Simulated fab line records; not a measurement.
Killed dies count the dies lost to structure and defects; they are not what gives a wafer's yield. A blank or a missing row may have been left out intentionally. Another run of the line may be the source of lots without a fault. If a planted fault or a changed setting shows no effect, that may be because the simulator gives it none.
A lot that was struck, set against a sound lot || flow rit cmos || 43 out of 202 route steps
Sound: these wafers, L514.3, L514.4, L514.6. Struck: wafer L527.1. (L527.2, L527.4 of the same lot were not struck and are left out.) The cause comes at the end.
Order at every step that has rows: each side's tool, ch and its chambers, its first start. Under that, the readings that differ: sound wafers || struck wafers || difference of the means || sigmas: that difference in standard deviations of wafers without a fault.
alike: words and numbers the same on both sides, and readings whose means are apart by under 2 such deviations; not compared: readings that were withheld, readings missing a value for some wafer, numbers with overlapping values and no deviation given by the record, and bounds like >300 which may hide the same value.
Wherever a step has rows on one side only, a row that says differs or no value, or a row with sigmas, the two part there. Non-overlapping numbers with no deviation appear without sigmas and do not part them. A reading missing from all wafers of one side parts the sides only when that side holds two or more wafers.

first, 2 steps without rows for these wafers: RIT_NSD_IMPLANT_08; RIT_NSD_STRIP_09 (strips in O2, time 180 s).
RIT_NSD_TW_MEAS_10:
  sound on film metro-01 at day 3 18:29; struck on film metro-01 at day 6 06:29
  alike: NSD_TW
then, 6 steps without rows for these wafers: RIT_PSD_HMDS_00 (prime time 60 s); RIT_PSD_COAT_01 (resist thk 1000 nm); RIT_PSD_SOFTBAKE_02 (time 60 s); RIT_PSD_EXPOSE_03 (exposes mask M10, target cd 40900 nm); RIT_PSD_PEB_04; RIT_PSD_DEVELOP_05 (develop time 50 s).
RIT_PSD_OVL_MEAS_06:
  sound on overlay-02 at day 3 19:37; struck on overlay-01 at day 6 07:24
  alike: PSD_OVL
then, 2 steps without rows for these wafers: RIT_PSD_HARDBAKE_07 (time 60 s); RIT_PSD_IMPLANT_08.
RIT_PSD_STRIP_09: strips in O2, time 180 s.
  sound on plasma asher-01 ch 0,1, day 3 19:59; struck on plasma asher-01 ch 0, day 6 07:44
{"reading": "rf hours counter h (h)", "sound": "- - -", "struck": 33, "difference": "no value on the sound wafers", "sigmas": ""}
  alike: drypump motor current A, rf refl power W
RIT_PSD_TW_MEAS_10:
  sound on film metro-04 at day 3 20:08; struck on film metro-01 at day 6 07:55
{"reading": "PSD_TW", "sound": "3400 3392 3393", "struck": 3451, "difference": "+56", "sigmas": "+2"}
then, 3 steps without rows for these wafers: RIT_SDANNEAL_CLEAN_00 (cleans in SC1, time 600 s); RIT_SDANNEAL_CLEAN_01 (cleans in dHF, time 30 s); RIT_SDANNEAL_CLEAN_02 (cleans in SC2, time 600 s).
RIT_SDANNEAL_RTA_03: time 5 s.
  sound on rtp anneal-02 ch 0, day 3 20:34; struck on rtp anneal-01 ch 0, day 6 08:20
{"reading": "wafer_temp_C_max", "sound": "1050.8 1053.6 1052.4", "struck": 1055.2, "difference": "+2.9", "sigmas": "+3"}
RIT_SDANNEAL_RS_MEAS_04: a four-point-probe measurement.
  sound on film metro-04 at day 3 20:41; struck on film metro-04 at day 6 08:24
  alike: PSD_RS
RIT_SDANNEAL_RS_MEAS_05: a four-point-probe measurement.
  sound on film metro-04 at day 3 20:49; struck on film metro-04 at day 6 08:31
  alike: NSD_RS
RIT_SDANNEAL_RS_MEAS_06: a four-point-probe measurement.
  sound on film metro-04 at day 3 20:56; struck on film metro-04 at day 6 08:38
  alike: PLDD_RS
RIT_SDANNEAL_RS_MEAS_07: a four-point-probe measurement.
  sound on film metro-04 at day 3 21:03; struck on film metro-04 at day 6 08:46
  alike: NLDD_RS
then, 1 step without rows for these wafers: RIT_SILICIDE_WET_ETCH_00 (etches SiO2 in BOE, target depth 14 nm, time 15 s).
RIT_SILICIDE_SPUTTER_01: material Ti, target thk 30 nm, time 240 s.
  sound on pvd sputter-03 at day 3 21:08; struck on pvd sputter-01 at day 6 08:53
{"reading": "throttle valve pct (%)", "sound": "28.8 30.0 29.0", "struck": 31.4, "difference": "+2.1", "sigmas": "+2"}
RIT_SILICIDE_RS_MEAS_02: a four-point-probe measurement.
  sound on film metro-03 at day 3 21:20; struck on film metro-02 at day 6 09:02
  alike: SILICIDE_TI_RS
RIT_SILICIDE_THK_MEAS_03: measures by xrf.
  sound on film metro-03 at day 3 21:26; struck on film metro-02 at day 6 09:10
  alike: SILICIDE_TI_THK
RIT_SILICIDE_RTA_04: time 10 s, ramp up 5 s, ramp down 5 s.
  sound on rtp anneal-01 ch 0, day 3 21:29; struck on rtp anneal-02 ch 0, day 6 09:13
{"reading": "wafer_temp_C_max", "sound": "654.8 656.0 654.1", "struck": 652.9, "difference": -2.1, "sigmas": -2}
then, 1 step without rows for these wafers: RIT_SILICIDE_WET_ETCH_05 (etches Ti in SPM, time 120 s).
RIT_SILICIDE_RTA_06: time 10 s, ramp up 5 s, ramp down 10 s.
  sound on rtp anneal-02 ch 0, day 3 21:37; struck on rtp anneal-01 ch 0, day 6 09:20
  alike: wafer_temp_C_max
then, 1 step without rows for these wafers: RIT_CONTACT_CVD_00 (deposits SiO2 from TEOS, target thk 400 nm, time 61 s).
RIT_CONTACT_THK_MEAS_01:
  sound on film metro-02 at day 3 21:47; struck on film metro-03 at day 6 09:26
  alike: CONTACT_TEOS_THK
then, 6 steps without rows for these wafers: RIT_CONTACT_HMDS_02 (prime time 60 s); RIT_CONTACT_COAT_03 (resist thk 1000 nm); RIT_CONTACT_SOFTBAKE_04 (time 60 s); RIT_CONTACT_EXPOSE_05 (exposes mask M11, target cd 1000 nm); RIT_CONTACT_PEB_06; RIT_CONTACT_DEVELOP_07 (develop time 120 s).
RIT_CONTACT_CD_MEAS_08: target cd 1000 nm.
  sound on cd sem-01 at day 3 22:50; struck on cd sem-02 at day 6 10:28
  alike: cd nm
RIT_CONTACT_OVL_MEAS_09:
  sound on overlay-01 at day 3 22:55; struck on overlay-01 at day 6 10:35
  alike: CONTACT_OVL
then, 1 step without rows for these wafers: RIT_CONTACT_HARDBAKE_10 (time 60 s).
RIT_CONTACT_ETCH_11: etches SiO2 in CHF3/CF4/Ar, stops on TiSi2, target depth 480 nm, time 320 s.
  sound on rie diel-04 ch 0,2,3, day 3 23:06; struck on rie diel-02 ch 3, day 6 10:59
  alike: drypump motor current A, oes product au, throttle valve pct
  not compared: rf hours counter h
then, 1 step without rows for these wafers: RIT_CONTACT_STRIP_12 (strips in O2, time 180 s).
RIT_M1_PROBE_99:
  sound on prober-02 at day 4 04:07; struck on prober-02 at day 6 16:01
{"reading": "killed on rim", "sound": "3 1 3", "struck": 10, "difference": "+8", "sigmas": "+6"}
{"reading": "killed short", "sound": "7 4 7", "struck": 2, "difference": -4, "sigmas": -2}
  alike: killed_at_M0_to_M3, killed at front end, killed dies, killed open

WHERE THEY PART
Last at RIT_M1_PROBE_99 as far as this record goes, first at RIT_PSD_STRIP_09.

WHY: what had been put in by the simulator
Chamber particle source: plasma asher-01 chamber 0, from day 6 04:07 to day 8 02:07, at RIT_PSD_STRIP_09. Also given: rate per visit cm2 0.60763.
